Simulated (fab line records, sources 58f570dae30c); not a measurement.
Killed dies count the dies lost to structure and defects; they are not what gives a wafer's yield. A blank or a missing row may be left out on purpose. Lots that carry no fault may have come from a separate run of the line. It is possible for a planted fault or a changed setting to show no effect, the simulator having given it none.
What tool caused it? || flow berkeleyCmos170 || Sampling: 14 lots, 42 wafers, 3 of 331 route steps

## WHAT THE GAUGES SHOWED, per wafer
UCB170_NWELL_THK_MEAS_05. Usual: NWELL_NITRIDE_THK typically reads 223.4 nm, with standard deviation 1.8.
{"lot": "L536", "measured": "day 3 00:20", "on": "filmMetro-04", "NWELL_NITRIDE_THK (nm)": "227.3 227.1 225.7", "flag": ""}
{"lot": "L535", "measured": "day 3 00:22", "on": "filmMetro-03", "NWELL_NITRIDE_THK (nm)": "221.1 221.8 221.8", "flag": ""}
{"lot": "L537", "measured": "day 3 13:26", "on": "filmMetro-01", "NWELL_NITRIDE_THK (nm)": "225.6 223.8 222.2", "flag": ""}
{"lot": "L538", "measured": "day 3 21:07", "on": "filmMetro-04", "NWELL_NITRIDE_THK (nm)": "222.3 221.2 222.3", "flag": ""}
{"lot": "L539", "measured": "day 3 21:07", "on": "filmMetro-03", "NWELL_NITRIDE_THK (nm)": "222.5 223.9 224.5", "flag": ""}
{"lot": "L540", "measured": "day 4 02:18", "on": "filmMetro-04", "NWELL_NITRIDE_THK (nm)": "224.5 225.8 224.4", "flag": ""}
{"lot": "L543", "measured": "day 4 09:59", "on": "filmMetro-01", "NWELL_NITRIDE_THK (nm)": "226.3 225.8 227.4", "flag": ""}
{"lot": "L546", "measured": "day 4 17:56", "on": "filmMetro-01", "NWELL_NITRIDE_THK (nm)": "220.9 222.3 222.9", "flag": ""}
{"lot": "L545", "measured": "day 4 18:01", "on": "filmMetro-04", "NWELL_NITRIDE_THK (nm)": "219.2 221.6 219.6", "flag": ""}
{"lot": "L550", "measured": "day 5 20:41", "on": "filmMetro-03", "NWELL_NITRIDE_THK (nm)": "224.4 221.4 221.7", "flag": ""}
{"lot": "L549", "measured": "day 5 20:43", "on": "filmMetro-01", "NWELL_NITRIDE_THK (nm)": "221.1 223.2 221.1", "flag": ""}
{"lot": "L553", "measured": "day 6 19:19", "on": "filmMetro-03", "NWELL_NITRIDE_THK (nm)": "224.4 224.8 223.0", "flag": ""}
{"lot": "L554", "measured": "day 6 19:20", "on": "filmMetro-04", "NWELL_NITRIDE_THK (nm)": "223.1 223.3 221.8", "flag": ""}
{"lot": "L556", "measured": "day 7 06:07", "on": "filmMetro-03", "NWELL_NITRIDE_THK (nm)": "222.9 223.8 225.2", "flag": ""}

UCB170_WELLDRIVE_THK_MEAS_02. Usual: WELLDRIVE_OXIDE_THK typically reads 198.4 nm, with standard deviation 3.
{"lot": "L536", "measured": "day 4 16:43", "on": "filmMetro-04", "WELLDRIVE_OXIDE_THK (nm)": "193.1 196.1 195.0", "flag": ""}
{"lot": "L535", "measured": "day 4 10:35", "on": "filmMetro-01", "WELLDRIVE_OXIDE_THK (nm)": "197.0 202.7 200.8", "flag": ""}
{"lot": "L537", "measured": "day 4 22:40", "on": "filmMetro-02", "WELLDRIVE_OXIDE_THK (nm)": "200.0 198.7 199.5", "flag": ""}
{"lot": "L538", "measured": "day 5 07:04", "on": "filmMetro-02", "WELLDRIVE_OXIDE_THK (nm)": "200.3 201.0 202.7", "flag": ""}
{"lot": "L539", "measured": "day 5 07:04", "on": "filmMetro-04", "WELLDRIVE_OXIDE_THK (nm)": "198.6 199.0 201.8", "flag": ""}
{"lot": "L540", "measured": "day 5 10:34", "on": "filmMetro-01", "WELLDRIVE_OXIDE_THK (nm)": "194.8 195.4 197.3", "flag": ""}
{"lot": "L543", "measured": "day 5 19:13", "on": "filmMetro-01", "WELLDRIVE_OXIDE_THK (nm)": "201.4 199.9 200.2", "flag": ""}
{"lot": "L546", "measured": "day 6 08:37", "on": "filmMetro-04", "WELLDRIVE_OXIDE_THK (nm)": "194.2 193.9 191.4", "flag": ""}
{"lot": "L545", "measured": "day 6 08:38", "on": "filmMetro-01", "WELLDRIVE_OXIDE_THK (nm)": "196.6 201.4 200.8", "flag": ""}
{"lot": "L550", "measured": "day 7 07:40", "on": "filmMetro-04", "WELLDRIVE_OXIDE_THK (nm)": "194.6 198.8 198.1", "flag": ""}
{"lot": "L549", "measured": "day 7 07:41", "on": "filmMetro-02", "WELLDRIVE_OXIDE_THK (nm)": "190.3 193.1 190.5", "flag": ""}
{"lot": "L553", "measured": "day 8 15:35", "on": "filmMetro-04", "WELLDRIVE_OXIDE_THK (nm)": "199.8 198.4 195.8", "flag": ""}
{"lot": "L554", "measured": "day 8 15:37", "on": "filmMetro-02", "WELLDRIVE_OXIDE_THK (nm)": "202.6 199.6 199.1", "flag": ""}
{"lot": "L556", "measured": "day 8 23:44", "on": "filmMetro-01", "WELLDRIVE_OXIDE_THK (nm)": "194.4 198.0 196.0", "flag": ""}

## EACH LOT AND THE TOOL THAT RAN IT (in order: tool; ch and the chambers of the sampled wafers; start)
{"lot": "L536", "UCB170_NWELL_ETCH_13": "rieDiel-04 ch 1,2,3, day 3 02:03"}
{"lot": "L535", "UCB170_NWELL_ETCH_13": "rieDiel-01 ch 0,1,2, day 3 01:47"}
{"lot": "L537", "UCB170_NWELL_ETCH_13": "rieDiel-01 ch 0,1, day 3 14:55"}
{"lot": "L538", "UCB170_NWELL_ETCH_13": "rieDiel-04 ch 0,3, day 3 22:35"}
{"lot": "L539", "UCB170_NWELL_ETCH_13": "rieDiel-03 ch 0,3, day 3 22:19"}
{"lot": "L540", "UCB170_NWELL_ETCH_13": "rieDiel-01 ch 0,1,2, day 4 03:21"}
{"lot": "L543", "UCB170_NWELL_ETCH_13": "rieDiel-04 ch 0,3, day 4 11:53"}
{"lot": "L546", "UCB170_NWELL_ETCH_13": "rieDiel-01 ch 1,2,3, day 4 19:09"}
{"lot": "L545", "UCB170_NWELL_ETCH_13": "rieDiel-04 ch 0,3, day 4 19:14"}
{"lot": "L550", "UCB170_NWELL_ETCH_13": "rieDiel-03 ch 0,1,3, day 5 22:02"}
{"lot": "L549", "UCB170_NWELL_ETCH_13": "rieDiel-01 ch 0,1, day 5 21:46"}
{"lot": "L553", "UCB170_NWELL_ETCH_13": "rieDiel-01 ch 0,3, day 6 20:46"}
{"lot": "L554", "UCB170_NWELL_ETCH_13": "rieDiel-03 ch 0,3, day 6 21:02"}
{"lot": "L556", "UCB170_NWELL_ETCH_13": "rieDiel-04 ch 0,2,3, day 7 07:16"}
- UCB170_NWELL_ETCH_13: etches Si3N4 in CH3F/Ar/O2, stops on SiO2, target depth 246.4 nm, time 154 s.

## AS READ BY THE TOOLS THEMSELVES (means over the sampled wafers that have a number; for cases with no such wafer, the mark the record gives instead)
UCB170_NWELL_ETCH_13. Usual: CH3F_flow_sccm 20.00 sccm, standard deviation 0.061; O2_flow_sccm 7.000 sccm, standard deviation 0.021; drypumpMotorCurrentA 5.74 A, standard deviation 0.29; oesProductAu 0.941 a.u., standard deviation 0.014; throttleValvePct 8.04 %, standard deviation 0.12.
{"lot": "L536", "tool": "rieDiel-04", "CH3F_flow_sccm (sccm)": 20.02, "O2_flow_sccm (sccm)": 6.999, "drypumpMotorCurrentA (A)": 5.85, "oesProductAu (a.u.)": 0.950, "throttleValvePct (%)": 8.07, "flag": ""}
{"lot": "L535", "tool": "rieDiel-01", "CH3F_flow_sccm (sccm)": 19.97, "O2_flow_sccm (sccm)": 6.994, "drypumpMotorCurrentA (A)": 5.78, "oesProductAu (a.u.)": 0.939, "throttleValvePct (%)": 8.08, "flag": ""}
{"lot": "L537", "tool": "rieDiel-01", "CH3F_flow_sccm (sccm)": 20.04, "O2_flow_sccm (sccm)": 6.986, "drypumpMotorCurrentA (A)": 5.83, "oesProductAu (a.u.)": 0.940, "throttleValvePct (%)": 8.15, "flag": ""}
{"lot": "L538", "tool": "rieDiel-04", "CH3F_flow_sccm (sccm)": 20.09, "O2_flow_sccm (sccm)": 7.000, "drypumpMotorCurrentA (A)": 5.67, "oesProductAu (a.u.)": 0.924, "throttleValvePct (%)": 7.99, "flag": ""}
{"lot": "L539", "tool": "rieDiel-03", "CH3F_flow_sccm (sccm)": 20.05, "O2_flow_sccm (sccm)": 6.977, "drypumpMotorCurrentA (A)": 5.82, "oesProductAu (a.u.)": 0.949, "throttleValvePct (%)": 8.14, "flag": ""}
{"lot": "L540", "tool": "rieDiel-01", "CH3F_flow_sccm (sccm)": 20.01, "O2_flow_sccm (sccm)": 6.995, "drypumpMotorCurrentA (A)": 5.75, "oesProductAu (a.u.)": 0.950, "throttleValvePct (%)": 8.08, "flag": ""}
{"lot": "L543", "tool": "rieDiel-04", "CH3F_flow_sccm (sccm)": 20.02, "O2_flow_sccm (sccm)": 7.010, "drypumpMotorCurrentA (A)": 5.69, "oesProductAu (a.u.)": 0.942, "throttleValvePct (%)": 8.00, "flag": ""}
{"lot": "L546", "tool": "rieDiel-01", "CH3F_flow_sccm (sccm)": 20.01, "O2_flow_sccm (sccm)": 7.021, "drypumpMotorCurrentA (A)": 5.86, "oesProductAu (a.u.)": 0.941, "throttleValvePct (%)": 7.98, "flag": ""}
{"lot": "L545", "tool": "rieDiel-04", "CH3F_flow_sccm (sccm)": 19.96, "O2_flow_sccm (sccm)": 6.993, "drypumpMotorCurrentA (A)": 5.67, "oesProductAu (a.u.)": 0.919, "throttleValvePct (%)": 8.00, "flag": ""}
{"lot": "L550", "tool": "rieDiel-03", "CH3F_flow_sccm (sccm)": 20.02, "O2_flow_sccm (sccm)": 6.993, "drypumpMotorCurrentA (A)": 5.71, "oesProductAu (a.u.)": 0.945, "throttleValvePct (%)": 8.13, "flag": ""}
{"lot": "L549", "tool": "rieDiel-01", "CH3F_flow_sccm (sccm)": 19.94, "O2_flow_sccm (sccm)": 7.010, "drypumpMotorCurrentA (A)": 5.82, "oesProductAu (a.u.)": 0.945, "throttleValvePct (%)": 8.13, "flag": ""}
{"lot": "L553", "tool": "rieDiel-01", "CH3F_flow_sccm (sccm)": 20.00, "O2_flow_sccm (sccm)": 7.015, "drypumpMotorCurrentA (A)": 5.93, "oesProductAu (a.u.)": 0.957, "throttleValvePct (%)": 8.00, "flag": ""}
{"lot": "L554", "tool": "rieDiel-03", "CH3F_flow_sccm (sccm)": 19.97, "O2_flow_sccm (sccm)": 6.980, "drypumpMotorCurrentA (A)": 5.93, "oesProductAu (a.u.)": 0.943, "throttleValvePct (%)": 8.10, "flag": ""}
{"lot": "L556", "tool": "rieDiel-04", "CH3F_flow_sccm (sccm)": 20.00, "O2_flow_sccm (sccm)": 6.990, "drypumpMotorCurrentA (A)": 5.79, "oesProductAu (a.u.)": 0.926, "throttleValvePct (%)": 8.02, "flag": ""}

## THE ANSWER, worked out from the rows above alone
Rule: a lot is off if the mean of its wafers that have a number lies more than 3 standard deviations from the usual mean. A lot without any number at a reading at which 4 lots or more have one is off too. Where the step has rows for the other lots, those lots are counted as sound. After the gauges, taken in route order, come the tools' own readings; for these a lot's mean is taken, as printed above. At the first step where some lot is off, the reading lying furthest off is the one used; lots without a number count as furthest.
Across all readings shown, no lot is off: no conclusion can be drawn from this.

## WHAT THE SIMULATOR HAD INSERTED
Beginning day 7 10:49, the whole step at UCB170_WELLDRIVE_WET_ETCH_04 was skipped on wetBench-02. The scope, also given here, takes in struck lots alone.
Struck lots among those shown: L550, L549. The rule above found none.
